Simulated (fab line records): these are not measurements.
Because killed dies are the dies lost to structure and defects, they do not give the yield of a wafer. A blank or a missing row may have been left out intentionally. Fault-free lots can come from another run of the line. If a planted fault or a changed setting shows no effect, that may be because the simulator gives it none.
fab line records | flow ritCmos
record lots=14 wafers=42 lastDay=7
route steps=202 shown ACTIVE@15 PLDD@123 NSD@140 PSD@148 M1@202
lots with no fault: from the same line, run without faults
startH: start of the lot's first displayed wafer, in hours after the record's first day | waitH: time in hours since the lot's previous step | " identical to the entry in the row above | L1.1+2: one row covering several wafers at once | - value missing, or start not given | * or withheld: withheld | < > ~ a bound
route shown NAME@n: names a module that has steps shown in the file, with the first one's number in the route | usual: mean and standard deviation over wafers with no fault | same: alike in all rows | chamber/n: place in a boat | sites: the reading at each site | _std_site: the values' standard deviation | _edge_site: outer sites' mean less inner sites' | radiusMm: how far each site lies from the wafer's centre | mask NAME#n: copy n | behind: tool/chamber where the wafer was last shaped | hold: why the lot went on hold/how many hours it stayed there/how the hold came to an end | device: the transistor (n, p or np) that didn't switch | end of line: at the end of the route, the tests of the same wafers | for a step that has no rows: nothing shown but its recipe | killed: dies lost to structure and defects at the first sort, not the wafer's yield | map: per-die view of a wafer (x killed, . not killed, _ where there is no die)
set.NAME: the setting the step ran with; set.NAME@STEP: the setting that earlier step ran with | model.NAME: the simulator's own value behind a step, which no gauge read
a sample of lots followed through the steps of the route, with each step as a table and each wafer as a row
services: a tool's chamber out of use, with start hour (startH, from the record's first day; less than 0 if before it), hours out, and reason
## steps
# step RIT_ACTIVE_STRIP_14
# recipe chemistry=O2 timeS=180 resist=NOVOLAK platenTempC=withheld powerW=500 pressureMtorr=4000 o2FlowSccm=4000
# usual chamberPressureMTorr=4000/3.6 drypumpMotorCurrentA=5.7/0.45
# columns lot.wafer tool chamber startH waitH chamberPressureMTorr drypumpMotorCurrentA rfHoursCounterH
L240.2 plasmaAsher-01 0 20.74 0.1 4000 4.9 23
L240.3 " 1 " " 3995 6.6 -
L240.5 " 0 " " 4000 4.9 -
L241.1 plasmaAsher-01 0 25.31 0.1 3997 4.9 24
L241.3 " 1 " " 4005 6.6 -
L241.4 " 0 " " 4006 4.9 -
L242.2 plasmaAsher-02 1 30.89 0.1 3998 5.9 40
L242.4 " 1 " " 4003 5.9 -
L242.5 " 0 " " 3997 5.9 -
L244.2 plasmaAsher-03 1 40.10 0.1 4001 5.2 37
L244.3 " 1 " " 4005 5.2 -
L244.5 " 0 " " 3999 5.5 -
L247.1 plasmaAsher-02 0 54.90 0.1 - - -
L247.2 " 1 " " - - -
L247.3 " 1 " " - - -
L248.2 plasmaAsher-03 0 64.38 0.1 - - -
L248.5 " 1 " " - - -
L248.6 " 0 " " - - -
L249.1 plasmaAsher-02 1 67.41 0.1 3997 5.9 44
L249.3 " 0 " " 4003 5.9 -
L249.5 " 1 " " 4001 5.9 -
L250.1 plasmaAsher-02 1 71.45 0.1 3997 5.9 44
L250.2 " 0 " " 4000 5.9 44
L250.5 " 0 " " 4000 5.9 -
L254.2 plasmaAsher-03 0 91.15 0.1 3999 5.5 42
L254.3 " 1 " " 3997 5.2 -
L254.5 " 0 " " 4001 5.6 -
L255.1 plasmaAsher-02 0 96.10 0.1 4000 5.9 47
L255.3 " 0 " " 3999 5.8 -
L255.6 " 1 " " 4001 5.8 -
L257.1 plasmaAsher-03 0 105.18 0.1 4002 5.5 44
L257.4 " 1 " " 4006 5.2 -
L257.5 " 1 " " 4001 5.2 -
L258.2 plasmaAsher-02 0 110.58 0.1 3999 5.9 48
L258.4 " 1 " " 4003 5.9 -
L258.5 " 1 " " 3996 5.8 -
L259.1 plasmaAsher-02 1 115.08 0.1 4006 5.8 50
L259.5 " 1 " " 3995 5.8 -
L259.6 " 0 " " 3997 5.8 -
L262.1 plasmaAsher-02 0 129.84 0.1 3995 5.9 51
L262.5 " 1 " " 3998 5.9 -
L262.6 " 0 " " 3998 5.9 -
# step RIT_PLDD_STRIP_09
# recipe chemistry=O2 timeS=180 resist=NOVOLAK platenTempC=withheld powerW=500 pressureMtorr=4000 o2FlowSccm=4000
# usual chamberPressureMTorr=4000/3.8 drypumpMotorCurrentA=5.7/0.51
# columns lot.wafer tool chamber startH waitH chamberPressureMTorr drypumpMotorCurrentA rfHoursCounterH
L240.2 plasmaAsher-01 1 52.27 0.1 4002 6.6 27
L240.3 " 1 " " 4000 6.6 -
L240.5 " 0 " " 4003 4.9 -
L241.1 plasmaAsher-04 0 54.72 0.1 4007 5.8 41
L241.3 " 0 " " 4012 5.7 -
L241.4 " 1 " " 3999 6.2 -
L242.2 plasmaAsher-01 0 59.00 0.1 3998 4.9 28
L242.4 " 0 " " 4002 4.9 -
L242.5 " 0 " " 3993 4.9 -
L244.2 plasmaAsher-04 0 72.95 0.1 4005 5.7 43
L244.3 " 1 " " 4002 6.2 -
L244.5 " 1 " " 4005 6.2 -
L249.1 plasmaAsher-03 0 100.72 0.1 4000 5.6 43
L249.3 " 0 " " 4000 5.6 -
L249.5 " 0 " " 4006 5.6 -
L250.1 plasmaAsher-03 1 103.37 0.1 4006 5.2 43
L250.2 " 0 " " 4000 5.6 43
L250.5 " 0 " " 4001 5.5 -
L254.2 plasmaAsher-04 1 121.51 0.1 4005 6.2 1
L254.3 " 1 " " 4004 6.2 -
L254.5 " 0 " " 4001 5.8 -
L255.1 plasmaAsher-01 0 125.37 0.1 4000 5.0 33
L255.3 " 0 " " 3997 4.9 -
L255.6 " 0 " " 4000 4.9 -
L257.1 plasmaAsher-04 1 135.57 0.1 4003 6.2 2
L257.4 " 1 " " 3991 6.2 -
L257.5 " 1 " " 4001 6.2 -
L258.2 plasmaAsher-03 1 140.83 0.1 4000 5.2 49
L258.4 " 1 " " 3998 5.2 -
L258.5 " 0 " " 4002 5.6 -
L259.1 plasmaAsher-04 1 147.40 0.1 3998 6.2 3
L259.5 " 1 " " 3996 6.2 -
L259.6 " 0 " " 4004 5.7 -
L262.1 plasmaAsher-04 1 162.73 0.1 3995 6.2 5
L262.5 " 1 " " 4001 6.2 -
L262.6 " 0 " " 3998 5.7 -
# step RIT_NSD_STRIP_09
# recipe chemistry=O2 timeS=180 resist=NOVOLAK platenTempC=withheld powerW=500 pressureMtorr=4000 o2FlowSccm=4000
# usual chamberPressureMTorr=4000/3.9 drypumpMotorCurrentA=5.7/0.48
# columns lot.wafer tool chamber startH waitH chamberPressureMTorr drypumpMotorCurrentA rfHoursCounterH
L240.2 plasmaAsher-02 1 56.84 0.1 4000 5.9 43
L240.3 " 0 " " 3999 5.9 -
L240.5 " 1 " " 4006 5.9 -
L241.1 plasmaAsher-02 1 58.76 0.1 3994 5.8 43
L241.3 " 1 " " 3999 5.8 -
L241.4 " 0 " " 3996 5.9 -
L242.2 plasmaAsher-01 0 63.04 0.1 4004 4.9 28
L242.4 " 1 " " 3996 6.6 -
L242.5 " 1 " " 3993 6.6 -
L244.2 plasmaAsher-02 0 76.87 0.1 3996 5.8 45
L244.3 " 1 " " 4004 5.8 -
L244.5 " 1 " " 3999 5.9 -
L249.1 plasmaAsher-03 0 104.63 0.1 3999 5.5 44
L249.3 " 0 " " 4000 5.5 -
L249.5 " 1 " " 4001 5.2 -
L250.1 plasmaAsher-03 1 107.28 0.1 3995 5.2 44
L250.2 " 0 " " 3999 5.5 44
L250.5 " 1 " " 3998 5.2 -
L254.2 plasmaAsher-02 1 125.49 0.1 3999 5.9 51
L254.3 " 0 " " 4003 5.9 -
L254.5 " 1 " " 3997 5.9 -
L255.1 plasmaAsher-03 1 130.28 0.1 4012 5.2 48
L255.3 " 1 " " 4000 5.2 -
L255.6 " 1 " " 4009 5.2 -
L257.1 plasmaAsher-02 1 139.57 0.1 4002 5.9 53
L257.4 " 1 " " 4001 5.9 -
L257.5 " 0 " " 4005 5.9 -
L258.2 plasmaAsher-03 0 144.78 0.1 3997 5.6 49
L258.4 " 0 " " 4001 5.6 -
L258.5 " 1 " " 3994 5.2 -
L259.1 plasmaAsher-01 1 151.34 0.1 4005 6.6 35
L259.5 " 0 " " 4000 4.9 -
L259.6 " 1 " " 4003 6.6 -
L262.1 plasmaAsher-01 0 166.97 0.1 3999 5.0 37
L262.5 " 1 " " 4004 6.6 -
L262.6 " 0 " " 3994 4.9 -
# step RIT_PSD_OVL_MEAS_06
# usual PSD_OVL=0.7/1.5
# columns lot.wafer tool chamber startH waitH PSD_OVL[nm]
L240.2 overlay-01 - 57.93 - 0.0
L240.3 " - " " 0.0
L240.5 " - " " -0.8
L241.1 overlay-01 - 59.84 - 2.1
L241.3 " - " " 1.5
L241.4 " - " " 0.4
L242.2 overlay-02 - 64.13 - 0.9
L242.4 " - " " 1.2
L242.5 " - " " 2.4
L244.2 overlay-01 - 78.08 - 1.3
L244.3 " - " " 1.6
L244.5 " - " " 0.7
L249.1 overlay-01 - 105.84 - 0.5
L249.3 " - " " -2.2
L249.5 " - " " -1.0
L250.1 overlay-02 - 108.39 - 0.6
L250.2 " - " " 0.9
L250.5 " - " " 1.3
L254.2 overlay-01 - 126.77 - 1.9
L254.3 " - " " 1.5
L254.5 " - " " 2.3
L255.1 overlay-01 - 131.49 - -1.0
L255.3 " - " " -2.1
L255.6 " - " " -2.0
L257.1 overlay-01 - 140.65 - 3.3
L257.4 " - " " 3.8
L257.5 " - " " 1.7
L258.2 overlay-01 - 145.87 - 1.1
L258.4 " - " " 0.1
L258.5 " - " " 1.5
L259.1 overlay-02 - 152.43 - 1.5
L259.5 " - " " 0.7
L259.6 " - " " 1.1
L262.1 overlay-02 - 168.18 - 2.2
L262.5 " - " " 0.4
L262.6 " - " " 1.3
# step RIT_M1_PROBE_99
# usual killedAtContacts=0.1/0.3 killedAtFrontEnd=6.9/2.9 killedDies=7.0/2.9 killedOnRim=1.8/1.4 killedOpen=3.3/2 killedShort=3.7/2
# same grossDies=264 killed_at_M0_to_M3=0 killed_at_M4_up=0 killedAtBackSide=0 killedAtOther=0
# columns lot.wafer tool chamber startH waitH killedAtContacts killedAtFrontEnd killedDies killedOnRim killedOpen killedShort
L240.2 prober-02 - 66.84 0.1 0 10 10 3 8 2
L240.3 prober-02 - 66.89 0.2 0 5 5 2 4 1
L240.5 prober-02 - 66.99 0.2 0 4 4 1 1 3
L241.1 prober-01 - 68.29 0.1 0 8 8 2 6 2
L241.3 prober-01 - 68.39 0.2 0 10 10 2 5 5
L241.4 prober-01 - 68.44 0.2 0 5 5 1 0 5
L242.2 prober-02 - 72.69 0.1 0 6 6 1 2 4
L242.4 prober-02 - 72.79 0.2 0 9 9 2 2 7
L242.5 prober-02 - 72.84 0.2 0 5 5 1 2 3
L244.2 prober-02 - 86.36 0.1 1 6 7 4 3 4
L244.3 prober-02 - 86.41 0.2 0 2 2 0 0 2
L244.5 prober-02 - 86.51 0.2 0 8 8 2 2 6
L247.1 prober-01 - 101.68 0.1 0 264 264 70 6 3
L247.2 prober-01 - 101.73 0.1 0 264 264 70 1 4
L247.3 prober-01 - 101.78 0.2 0 264 264 70 2 2
L248.2 prober-02 - 109.42 0.1 0 264 264 70 3 2
L248.5 prober-02 - 109.57 0.2 0 264 264 70 2 8
L248.6 prober-02 - 109.62 0.2 0 264 264 70 3 7
L249.1 prober-02 - 114.52 0.1 1 4 5 1 4 1
L249.3 prober-02 - 114.62 0.2 0 8 8 1 6 2
L249.5 prober-02 - 114.72 0.2 0 10 10 2 5 5
L250.1 prober-01 - 117.23 0.1 0 6 6 2 3 3
L250.2 prober-01 - 117.28 0.1 0 6 6 1 4 2
L250.5 prober-01 - 117.43 0.2 0 11 11 4 5 6
L254.2 prober-01 - 135.46 0.1 0 2 2 1 1 1
L254.3 prober-01 - 135.51 0.2 0 7 7 2 1 6
L254.5 prober-01 - 135.61 0.2 0 6 6 1 3 3
L255.1 prober-02 - 139.78 0.1 0 4 4 0 2 2
L255.3 prober-02 - 139.88 0.2 0 5 5 0 0 5
L255.6 prober-02 - 140.03 0.2 0 3 3 1 1 2
L257.1 prober-02 - 149.33 0.1 0 3 3 0 2 1
L257.4 prober-02 - 149.48 0.2 0 10 10 5 6 4
L257.5 prober-02 - 149.53 0.2 0 9 9 1 5 4
L258.2 prober-01 - 154.59 0.1 0 2 2 1 1 1
L258.4 prober-01 - 154.69 0.2 0 9 9 3 2 7
L258.5 prober-01 - 154.74 0.2 0 7 7 2 4 3
L259.1 prober-01 - 160.93 0.1 0 4 4 2 0 4
L259.5 prober-01 - 161.13 0.2 0 5 5 1 2 3
L259.6 prober-01 - 161.18 0.2 0 9 9 2 5 4
L262.1 prober-02 - 176.55 0.1 0 11 11 2 6 5
L262.5 prober-02 - 176.75 0.2 0 10 10 2 5 5
L262.6 prober-02 - 176.80 0.2 0 8 8 2 5 3
# killed by level:class
L240.2 GATE:geometricParticle:open=4 FOX2:geometricParticle:open=1 REOX:geometricParticle:open=1 REOX:geometricParticle:short=1 SPACER:geometricParticle:open=1 SILICIDE:geometricParticle:short=1 SILICIDE:geometricParticle:open=1
L240.3 FOX1:geometricParticle:open=1 GATE:geometricParticle:open=1 REOX:geometricParticle:open=1 SPACER:geometricParticle:open=1 SILICIDE:geometricParticle:short=1
L240.5 SPACER:geometricParticle:short=2 GATE:geometricParticle:short=1 SPACER:geometricParticle:open=1
L241.1 GATE:geometricParticle:open=3 GATE:geometricParticle:short=2 FOX2:geometricParticle:open=1 SPACER:geometricParticle:open=1 SILICIDE:geometricParticle:open=1
L241.3 FOX1:geometricParticle:short=2 FOX1:geometricParticle:open=2 GATE:geometricParticle:open=2 FOX2:geometricParticle:short=1 SPACER:geometricParticle:short=1 SILICIDE:geometricParticle:open=1 SILICIDE:geometricParticle:short=1
L241.4 GATE:geometricParticle:short=3 FOX1:geometricParticle:short=1 FOX2:geometricParticle:short=1
L242.2 FOX2:geometricParticle:short=2 GATE:geometricParticle:short=2 GATE:geometricParticle:open=1 SPACER:geometricParticle:open=1
L242.4 GATE:geometricParticle:short=3 REOX:geometricParticle:open=2 REOX:geometricParticle:short=2 FOX2:geometricParticle:short=1 SPACER:geometricParticle:short=1
L242.5 REOX:geometricParticle:short=2 GATE:geometricParticle:open=1 SPACER:geometricParticle:short=1 SILICIDE:geometricParticle:open=1
L244.2 REOX:geometricParticle:short=2 FOX1:geometricParticle:open=1 GATE:geometricParticle:open=1 SPACER:geometricParticle:open=1 SILICIDE:geometricParticle:short=1 CONTACT:geometricParticle:short=1
L244.3 GATE:geometricParticle:short=1 REOX:geometricParticle:short=1
L244.5 GATE:geometricParticle:short=3 FOX1:geometricParticle:short=1 FOX2:geometricParticle:open=1 FOX2:geometricParticle:short=1 SPACER:geometricParticle:short=1 SPACER:geometricParticle:open=1
L247.1 FOX1:areaOxidation=255 REOX:geometricParticle:open=4 GATE:geometricParticle:open=1 GATE:geometricParticle:short=1 REOX:geometricParticle:short=1 SPACER:geometricParticle:short=1 SPACER:geometricParticle:open=1
L247.2 FOX1:areaOxidation=259 GATE:geometricParticle:short=2 FOX1:geometricParticle:short=1 SPACER:geometricParticle:short=1 SILICIDE:geometricParticle:open=1
L247.3 FOX1:areaOxidation=260 FOX2:geometricParticle:open=1 GATE:geometricParticle:short=1 GATE:geometricParticle:open=1 SPACER:geometricParticle:short=1
L248.2 FOX1:areaOxidation=259 GATE:geometricParticle:open=3 GATE:geometricParticle:short=2
L248.5 FOX1:areaOxidation=254 GATE:geometricParticle:short=4 FOX1:geometricParticle:short=2 FOX1:geometricParticle:open=1 REOX:geometricParticle:short=1 SPACER:geometricParticle:short=1 SPACER:geometricParticle:open=1
L248.6 FOX1:areaOxidation=254 REOX:geometricParticle:short=3 GATE:geometricParticle:short=2 SILICIDE:geometricParticle:short=2 GATE:geometricParticle:open=1 SPACER:geometricParticle:open=1 SILICIDE:geometricParticle:open=1
L249.1 GATE:geometricParticle:open=2 SILICIDE:geometricParticle:short=1 SILICIDE:geometricParticle:open=1 CONTACT:geometricParticle:open=1
L249.3 SPACER:geometricParticle:open=4 FOX1:geometricParticle:open=1 GATE:geometricParticle:short=1 GATE:geometricParticle:open=1 SPACER:geometricParticle:short=1
L249.5 GATE:geometricParticle:open=3 SPACER:geometricParticle:open=2 SPACER:geometricParticle:short=2 FOX1:geometricParticle:short=1 FOX2:geometricParticle:short=1 GATE:geometricParticle:short=1
L250.1 REOX:geometricParticle:short=2 FOX1:geometricParticle:open=1 FOX2:geometricParticle:short=1 GATE:geometricParticle:open=1 REOX:geometricParticle:open=1
L250.2 GATE:geometricParticle:open=2 REOX:geometricParticle:open=1 REOX:geometricParticle:short=1 SPACER:geometricParticle:short=1 SILICIDE:geometricParticle:open=1
L250.5 FOX1:geometricParticle:short=2 GATE:geometricParticle:open=2 FOX2:geometricParticle:open=1 GATE:geometricParticle:short=1 REOX:geometricParticle:open=1 REOX:geometricParticle:short=1 SPACER:geometricParticle:short=1 SPACER:geometricParticle:open=1
L254.2 FOX1:geometricParticle:short=1 FOX1:geometricParticle:open=1
L254.3 GATE:geometricParticle:short=3 FOX2:geometricParticle:short=1 GATE:geometricParticle:open=1 REOX:geometricParticle:short=1 SPACER:geometricParticle:short=1
L254.5 SILICIDE:geometricParticle:short=2 GATE:geometricParticle:open=1 REOX:geometricParticle:open=1 REOX:geometricParticle:short=1 SILICIDE:geometricParticle:open=1
L255.1 FOX2:geometricParticle:short=1 FOX2:geometricParticle:open=1 GATE:geometricParticle:open=1 SILICIDE:geometricParticle:short=1
L255.3 GATE:geometricParticle:short=3 FOX1:geometricParticle:short=1 FOX2:geometricParticle:short=1
L255.6 SPACER:geometricParticle:short=2 GATE:geometricParticle:open=1
L257.1 SILICIDE:geometricParticle:open=2 GATE:geometricParticle:short=1
L257.4 FOX1:geometricParticle:short=2 GATE:geometricParticle:open=2 SPACER:geometricParticle:open=2 FOX1:geometricParticle:open=1 REOX:geometricParticle:short=1 SILICIDE:geometricParticle:open=1 SILICIDE:geometricParticle:short=1
L257.5 GATE:geometricParticle:short=3 SILICIDE:geometricParticle:open=3 GATE:geometricParticle:open=2 SILICIDE:geometricParticle:short=1
L258.2 GATE:geometricParticle:open=1 GATE:geometricParticle:short=1
L258.4 SILICIDE:geometricParticle:short=3 FOX2:geometricParticle:short=2 GATE:geometricParticle:short=2 GATE:geometricParticle:open=1 SPACER:geometricParticle:open=1
L258.5 GATE:geometricParticle:short=2 GATE:geometricParticle:open=2 FOX1:geometricParticle:short=1 REOX:geometricParticle:open=1 SILICIDE:geometricParticle:open=1
L259.1 GATE:geometricParticle:short=2 REOX:geometricParticle:short=2
L259.5 ACTIVE:geometricParticle:open=1 FOX1:geometricParticle:short=1 FOX2:geometricParticle:short=1 GATE:geometricParticle:open=1 SILICIDE:geometricParticle:short=1
L259.6 GATE:geometricParticle:open=2 SILICIDE:geometricParticle:short=2 FOX2:geometricParticle:open=1 GATE:geometricParticle:short=1 REOX:geometricParticle:open=1 REOX:geometricParticle:short=1 SPACER:geometricParticle:open=1
L262.1 FOX1:geometricParticle:open=2 FOX1:geometricParticle:short=2 FOX2:geometricParticle:open=2 REOX:geometricParticle:short=2 REOX:geometricParticle:open=2 GATE:geometricParticle:short=1
L262.5 GATE:geometricParticle:open=4 FOX1:geometricParticle:short=1 GATE:geometricParticle:short=1 REOX:geometricParticle:short=1 SPACER:geometricParticle:short=1 SPACER:geometricParticle:open=1 SILICIDE:geometricParticle:short=1
L262.6 FOX1:geometricParticle:short=2 GATE:geometricParticle:open=2 FOX1:geometricParticle:open=1 REOX:geometricParticle:open=1 REOX:geometricParticle:short=1 SPACER:geometricParticle:open=1
## services
# columns tool chamber startH hours kind
plasmaAsher-03 - 19.09 12.5 repair
plasmaAsher-01 - 29.87 3.1 repair
plasmaAsher-03 - 31.62 2.8 pm
plasmaAsher-04 - 43.96 1.8 repair
plasmaAsher-02 - 46.64 0.4 repair
plasmaAsher-01 - 78.99 1.2 repair
plasmaAsher-04 - 100.62 2.8 pm
plasmaAsher-01 - 101.44 14.6 pm
plasmaAsher-02 - 103.31 2.4 repair
plasmaAsher-04 - 108.75 9.0 pm
plasmaAsher-04 0 108.75 9.0 ventCycle
plasmaAsher-04 1 108.75 9.0 ventCycle
plasmaAsher-04 0 117.75 - clean
plasmaAsher-04 1 117.75 - clean
plasmaAsher-04 - 126.64 2.2 repair
plasmaAsher-04 - 166.23 7.6 repair
plasmaAsher-03 - 166.43 3.4 repair
## key
firstSign step=RIT_ACTIVE_STRIP_14 reading=toolRecord direction=missing
effect step=RIT_M1_PROBE_99 reading=killedAtFrontEnd direction=up sigmas=89 usual=6.9 struck=264
moreKillsBornAt RIT_FOX1_OXIDATION_00@furnace-01=774 RIT_FOX1_OXIDATION_00@furnace-03=767
metAt RIT_ACTIVE_STRIP_14
struckLots L247,L248
laterRowsLeftOut L247.1,L247.2,L247.3,L248.2,L248.5,L248.6
testerLeftOut L247,L248
notActingAt RIT_PLDD_STRIP_09,RIT_NSD_STRIP_09,RIT_PSD_OVL_MEAS_06
onsetBetween 40.10 54.90
fault kind=skippedStepWhole tool=plasmaAsher-02,plasmaAsher-03 chamber=- onsetH=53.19 steps=RIT_ACTIVE_STRIP_14 scope=struckLotsOnly
# testerLeftOut: of these lots the tester's yield and bins aren't shown, on N5 and GAA mostly nor the transistor test; their killed dies are dies lost to structure and defects alone, not to doping, threshold or leakage, so they don't give the yield
# laterRowsLeftOut: the simulator's readings of these wafers behind a module that went badly wrong aren't trusted and aren't shown, but for the sort
